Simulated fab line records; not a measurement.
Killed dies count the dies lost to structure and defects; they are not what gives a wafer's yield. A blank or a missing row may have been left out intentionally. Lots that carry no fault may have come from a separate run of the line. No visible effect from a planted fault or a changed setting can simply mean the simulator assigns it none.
fab line records    flow rit_cmos
record lots=6  wafers=18  last_day=7
route steps=202 shown REOX@98 NLDD@103 M1@202
lots that met no fault: taken from a fault-free run of the same line
start_h: start of the lot's first displayed wafer, in hours after the record's first day    wait_h: time in hours since the lot's previous step    " as in the row above    L1.1+2: a row that stands for several wafers    - either no value or no given start    * or withheld: withheld    < > ~ a bound
route shown NAME@n: a module of which the file shows steps, and the number in the route of the first    usual: the fault-free wafers' mean and standard deviation    same: alike in all rows    chamber/n: place in a boat    sites: readings site by site    _std_site: their standard deviation    _edge_site: mean of outer sites minus mean of inner sites    radius_mm: for every site, how far away it sits from the centre of the wafer    mask NAME#n: copy n    behind: the most recent tool/chamber to have shaped the wafer    hold: why the lot went on hold/how many hours it stayed there/how the hold came to an end    device: which transistor (n, p or np) failed to switch    end of line: the same wafers' tests at the end of the route    where a step has no rows: the recipe by itself    killed: count of dies lost to structure and defects at first sort (not the wafer's yield)    map: per-die view of a wafer (x killed, . not killed, _ where there is no die)
set.NAME: the setting as run; set.NAME@STEP: as run at that earlier step    model.NAME: the simulator's own value behind a step, which no gauge read
lots at some steps of the route; a table a step, a row a wafer
## steps
# step RIT_REOX_CLEAN_00
# recipe chemistry=SC1  mix=3:3:50  time_s=600  temp_c=75
# step RIT_REOX_CLEAN_01
# recipe chemistry=dHF  dilution=50:1  time_s=30.56
# step RIT_REOX_CLEAN_02
# recipe chemistry=SC2  mix=3:3:50  time_s=600  temp_c=75  dry=n2_spin
# step RIT_REOX_OXIDATION_03
# recipe temp_c=900  ambient=O2  target_thk_a=252  ox_time_s=5580
# step RIT_REOX_THK_MEAS_04
# recipe reads=SiO2_of_REOX_OXIDATION_03
# usual REOX_OXIDE_THK=25.1/0.53
lot.wafer  tool           chamber  start_h  wait_h  REOX_OXIDE_THK[nm]
L338.3     film_metro-01  -        62.88    0.0     26.1
L338.4     "              -        "        "       25.6
L338.5     "              -        "        "       25.9
L340.4     film_metro-01  -        75.40    0.0     25.5
L340.5     "              -        "        "       25.4
L340.6     "              -        "        "       25.7
L348.2     film_metro-04  -        115.87   0.0     24.9
L348.4     "              -        "        "       25.1
L348.5     "              -        "        "       24.8
L350.3     film_metro-04  -        127.54   0.0     24.8
L350.5     "              -        "        "       24.9
L350.6     "              -        "        "       25.0
L353.3     film_metro-01  -        144.71   0.0     25.9
L353.5     "              -        "        "       25.3
L353.6     "              -        "        "       25.5
L356.1     film_metro-02  -        156.43   0.0     24.8
L356.2     "              -        "        "       25.5
L356.4     "              -        "        "       24.9
# step RIT_NLDD_HMDS_00
# recipe prime_time_s=60  prime_temp_c=140
# step RIT_NLDD_COAT_01
# recipe resist=NOVOLAK  spin_rpm=3250  resist_thk_nm=1000
# step RIT_NLDD_SOFTBAKE_02
# recipe resist=NOVOLAK  temp_c=90  time_s=60
# step RIT_NLDD_EXPOSE_03
# recipe mask_id=M7  na=0.57  target_cd_nm=40700  dose_mj=250
# step RIT_NLDD_PEB_04
# recipe resist=NOVOLAK  temp_c=withheld  time_s=withheld
# step RIT_NLDD_DEVELOP_05
# recipe resist=NOVOLAK  develop_time_s=50  dev_temp_c=23
# step RIT_NLDD_OVL_MEAS_06
# usual NLDD_OVL=-1.2/1.2
lot.wafer  tool        chamber  start_h  wait_h  NLDD_OVL[nm]
L338.3     overlay-01  -        63.78    -       -3.1
L338.4     "           -        "        "       -2.6
L338.5     "           -        "        "       -3.2
L340.4     overlay-01  -        76.29    -       -2.9
L340.5     "           -        "        "       -0.6
L340.6     "           -        "        "       -0.7
L348.2     overlay-02  -        116.77   -       -0.3
L348.4     "           -        "        "       -0.2
L348.5     "           -        "        "       -1.9
L350.3     overlay-01  -        128.57   -       -2.6
L350.5     "           -        "        "       -0.2
L350.6     "           -        "        "       -2.2
L353.3     overlay-02  -        145.62   -       -1.4
L353.5     "           -        "        "       -1.5
L353.6     "           -        "        "       -0.5
L356.1     overlay-02  -        157.46   -       -0.7
L356.2     "           -        "        "       -1.6
L356.4     "           -        "        "       -0.7
# step RIT_NLDD_HARDBAKE_07
# recipe resist=NOVOLAK  temp_c=140  time_s=60
# usual heater_power_total_W=62.55/0.046  plate_temp_C=140.03/0.14
lot.wafer  tool            chamber  start_h  wait_h  heater_power_total_W  plate_temp_C
L338.3     litho_track-02  0        63.86    0.1     62.57                 139.90
L338.4     "               0        "        "       62.62                 139.84
L338.5     "               0        "        "       62.58                 139.96
L340.4     litho_track-04  0        76.39    0.1     62.49                 140.11
L340.5     "               0        "        "       62.56                 139.89
L340.6     "               0        "        "       62.59                 139.65
L348.2     litho_track-02  0        116.83   0.0     61.51                 138.32
L348.4     "               0        "        "       61.49                 138.37
L348.5     "               0        "        "       61.51                 138.36
L350.3     litho_track-02  0        128.64   0.1     61.49                 138.26
L350.5     "               0        "        "       61.48                 138.47
L350.6     "               0        "        "       61.50                 138.26
L353.3     litho_track-03  0        145.69   0.1     62.47                 140.01
L353.5     "               0        "        "       62.56                 140.14
L353.6     "               0        "        "       62.61                 140.07
L356.1     litho_track-03  0        157.50   0.0     62.56                 140.17
L356.2     "               0        "        "       62.55                 140.11
L356.4     "               0        "        "       62.49                 140.15
# step RIT_NLDD_IMPLANT_08
# recipe species=P  energy_kev=20  dose_cm2=5e+14  tilt_deg=7.245
# step RIT_M1_PROBE_99
# usual killed_at_front_end=6.9/2.9  killed_dies=7.0/2.9  killed_open=3.4/2.1  killed_short=3.5/1.8
# same gross_dies=264  killed_at_M0_to_M3=0  killed_at_M4_up=0  killed_at_back_side=0  killed_at_contacts=0  killed_at_other=0
lot.wafer  tool       chamber  start_h  wait_h  killed_at_front_end  killed_dies  killed_open  killed_short
L340.4     prober-01  -        92.20    0.2     11                   11           5            6
L340.5     prober-01  -        92.25    0.2     8                    8            6            2
L340.6     prober-01  -        92.30    0.2     8                    8            2            6
L348.2     prober-01  -        132.54   0.1     6                    6            2            4
L348.4     prober-01  -        132.64   0.2     12                   12           2            10
L348.5     prober-01  -        132.69   0.2     5                    5            2            3
L350.3     prober-01  -        144.33   0.2     6                    6            5            1
L350.5     prober-01  -        144.43   0.2     14                   14           8            6
L350.6     prober-01  -        144.48   0.2     7                    7            4            3
L353.3     prober-02  -        160.99   0.2     13                   13           8            5
L353.5     prober-02  -        161.09   0.2     11                   11           6            5
L353.6     prober-02  -        161.14   0.2     10                   10           7            3
L356.1     prober-01  -        173.76   0.1     6                    6            1            5
L356.2     prober-01  -        173.81   0.1     7                    7            4            3
L356.4     prober-01  -        173.91   0.2     8                    8            3            5
# killed by level:class
L340.4 SPACER:geometric_particle:short=4 FOX1:geometric_particle:open=3 GATE:geometric_particle:open=2 FOX1:geometric_particle:short=1 SILICIDE:geometric_particle:short=1
L340.5 GATE:geometric_particle:open=3 SILICIDE:geometric_particle:open=2 FOX1:geometric_particle:short=1 FOX1:geometric_particle:open=1 GATE:geometric_particle:short=1
L340.6 FOX1:geometric_particle:short=3 GATE:geometric_particle:open=2 REOX:geometric_particle:short=2 GATE:geometric_particle:short=1
L348.2 GATE:geometric_particle:short=2 SPACER:geometric_particle:short=2 REOX:geometric_particle:open=1 SILICIDE:geometric_particle:open=1
L348.4 GATE:geometric_particle:short=6 FOX2:geometric_particle:short=2 SPACER:geometric_particle:open=2 FOX1:geometric_particle:short=1 SPACER:geometric_particle:short=1
L348.5 GATE:geometric_particle:short=1 REOX:geometric_particle:short=1 SPACER:geometric_particle:open=1 SPACER:geometric_particle:short=1 SILICIDE:geometric_particle:open=1
L350.3 GATE:geometric_particle:open=3 GATE:geometric_particle:short=1 SPACER:geometric_particle:open=1 SILICIDE:geometric_particle:open=1
L350.5 GATE:geometric_particle:open=4 GATE:geometric_particle:short=3 SPACER:geometric_particle:open=2 REOX:geometric_particle:open=1 REOX:geometric_particle:short=1 SPACER:geometric_particle:short=1 SILICIDE:geometric_particle:short=1 SILICIDE:geometric_particle:open=1
L350.6 SPACER:geometric_particle:open=3 GATE:geometric_particle:short=2 SILICIDE:geometric_particle:short=1 SILICIDE:geometric_particle:open=1
L353.3 GATE:geometric_particle:open=5 GATE:geometric_particle:short=3 SPACER:geometric_particle:short=2 FOX1:geometric_particle:open=1 FOX2:geometric_particle:open=1 SPACER:geometric_particle:open=1
L353.5 SPACER:geometric_particle:short=3 FOX1:geometric_particle:open=2 FOX2:geometric_particle:open=2 FOX1:geometric_particle:short=1 GATE:geometric_particle:open=1 SILICIDE:geometric_particle:open=1 SILICIDE:geometric_particle:short=1
L353.6 SPACER:geometric_particle:open=4 GATE:geometric_particle:open=2 SPACER:geometric_particle:short=2 FOX1:geometric_particle:open=1 SILICIDE:geometric_particle:short=1
L356.1 FOX2:geometric_particle:short=2 FOX2:geometric_particle:open=1 GATE:geometric_particle:short=1 REOX:geometric_particle:short=1 SPACER:geometric_particle:short=1
L356.2 FOX1:geometric_particle:open=3 FOX1:geometric_particle:short=1 FOX2:geometric_particle:short=1 SPACER:geometric_particle:short=1 SILICIDE:geometric_particle:open=1
L356.4 GATE:geometric_particle:short=3 FOX1:geometric_particle:short=1 FOX1:geometric_particle:open=1 FOX2:geometric_particle:open=1 FOX2:geometric_particle:short=1 GATE:geometric_particle:open=1
## key
first_sign step=RIT_NLDD_HARDBAKE_07  reading=heater_power_total_W  direction=down  sigmas=23  usual=62.55  struck=61.50
effect step=RIT_NLDD_HARDBAKE_07  reading=plate_temp_C  direction=down  sigmas=12  usual=*  struck=*
met_at RIT_NLDD_HARDBAKE_07
struck_wafers L348.2,L348.4,L348.5,L350.3,L350.5,L350.6
tester_left_out L348,L350
onset_between 63.86 116.83
fault kind=process_parameter_drift  tool=litho_track-02  chamber=-  onset_h=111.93  steps=RIT_NLDD_HARDBAKE_07  channel=temp_c  offset=*  shape=step  end_h=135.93  acts_in=*  stated=*
# tester_left_out: of these lots the tester's yield and bins aren't shown, on N5 and GAA mostly nor the transistor test; their killed dies are dies lost to structure and defects alone, not to doping, threshold or leakage, so they don't give the yield
